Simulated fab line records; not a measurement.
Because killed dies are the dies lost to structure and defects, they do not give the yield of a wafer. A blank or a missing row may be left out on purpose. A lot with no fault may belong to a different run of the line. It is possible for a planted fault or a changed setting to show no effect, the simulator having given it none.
Struck lot and sound lot, side by side | flow berkeley cmos170 | 16 steps out of a route of 331
Sound: these wafers, L424.1, L424.2, L424.5. Struck: wafers L426.4, L426.5. (L426.6 of the same lot was not struck and is left out.) The cause comes at the end.
Per side, at each step with rows, come the tool, then ch with its chambers, and then its first start. Under that, the readings that differ: sound wafers | struck wafers | difference of the means | sigmas: that difference in standard deviations of wafers without a fault.
alike: a reading whose means differ by less than 2 such deviations, as well as words and numbers matching on both sides. not compared: withheld readings; readings where some wafer has no value; bounds like >300 that might hide an equal value; numbers whose values overlap and for which the record gives no deviation.
Wherever a step has rows on one side only, a row that says differs or no value, or a row with sigmas, the two part there. Numbers that have no deviation but don't overlap get no sigmas and don't part them. Lack of a reading on every wafer of one side parts them only where that side has two or more wafers.

UCB170_V2_CMP_02: polishes SiO2.
  sound on cmp-01 ch 0,1,3, day 11 14:24; struck on cmp-01 ch 0,2, day 11 14:02
  alike: motor current A, slurry filter dp kPa
UCB170_V2_BOW_MEAS_03:
  sound on film metro-04 at day 11 14:39; struck on film metro-01 at day 11 14:15
  alike: V2_BOW
UCB170_V2_THK_MEAS_04:
  sound on film metro-04 at day 11 14:46; struck on film metro-01 at day 11 14:20
  alike: V2_POLISHED_THK
then, 7 steps without rows for these wafers: UCB170_V2_CLEAN_05 (cleans in DIW); UCB170_V2_HMDS_06 (prime time 60 s); UCB170_V2_COAT_07 (resist thk 900 nm); UCB170_V2_SOFTBAKE_08 (time 60 s); UCB170_V2_EXPOSE_09 (exposes mask VIA2, target cd 700 nm); UCB170_V2_PEB_10; UCB170_V2_DEVELOP_11 (develop time 45 s).
UCB170_V2_CD_MEAS_12: target cd 700 nm.
  sound on cd sem-01 at day 11 16:04; struck on cd sem-02 at day 11 15:28
  alike: cd nm
UCB170_V2_OVL_MEAS_13:
  sound on overlay-02 at day 11 16:11; struck on overlay-02 at day 11 15:32
  alike: V2_OVL
UCB170_V2_ETCH_14: etches SiO2 in CHF3/CF4/Ar, stops on Al, target depth 1250 nm, time 291 s.
  sound on rie diel-01 ch 0,3, day 11 16:14; struck on rie diel-03 ch 3, day 11 15:33
  reading                             | sound             | struck      | difference | sigmas
  oes product au (a.u.)               | 0.842 0.874 0.882 | 0.722 0.730 | -0.140     | -13
  model.V2.feature depth nm (nm)      | 998.4 999.7 1000  | 686.5 696.7 | -307.8     |
  model.etch.depth nm (nm)            | 998.4 999.7 1000  | 686.5 696.7 | -307.8     |
  model.KrF_of_V2_COAT_07.thk nm (nm) | 618.3 612.4 611.1 | 735 733.7   | +120       |
  alike: drypump motor current A, throttle valve pct
  not compared: rf hours counter h
UCB170_V2_STRIP_15: strips in O2.
  sound on plasma asher-02 ch 0,1, day 11 16:25; struck on plasma asher-04 ch 0,1, day 11 15:46
  reading                      | sound             | struck      | difference | sigmas
  strip time to endpoint s (s) | 15.51 15.37 15.33 | 18.24 18.20 | +2.82      | +23
  alike: drypump motor current A, o2 flow sccm, oes product au
  not compared: rf hours counter h
UCB170_V2_CD_MEAS_90: target cd 700 nm.
  sound on cd sem-02 at day 11 16:31; struck on cd sem-02 at day 11 15:53
  alike: cd nm
then, 1 step without rows for these wafers: UCB170_M3_PRE_CLEAN_00 (preclean etch time 60 s).

WHERE THEY PART
Last at UCB170_V2_STRIP_15 as far as this record goes, first at UCB170_V2_ETCH_14. Later steps at which nothing parts them and some readings are alike: UCB170_V2_CD_MEAS_90.

WHY: the cause the simulator had injected
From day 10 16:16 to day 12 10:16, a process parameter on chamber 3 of rie diel-03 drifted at UCB170_V2_ETCH_14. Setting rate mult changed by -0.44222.
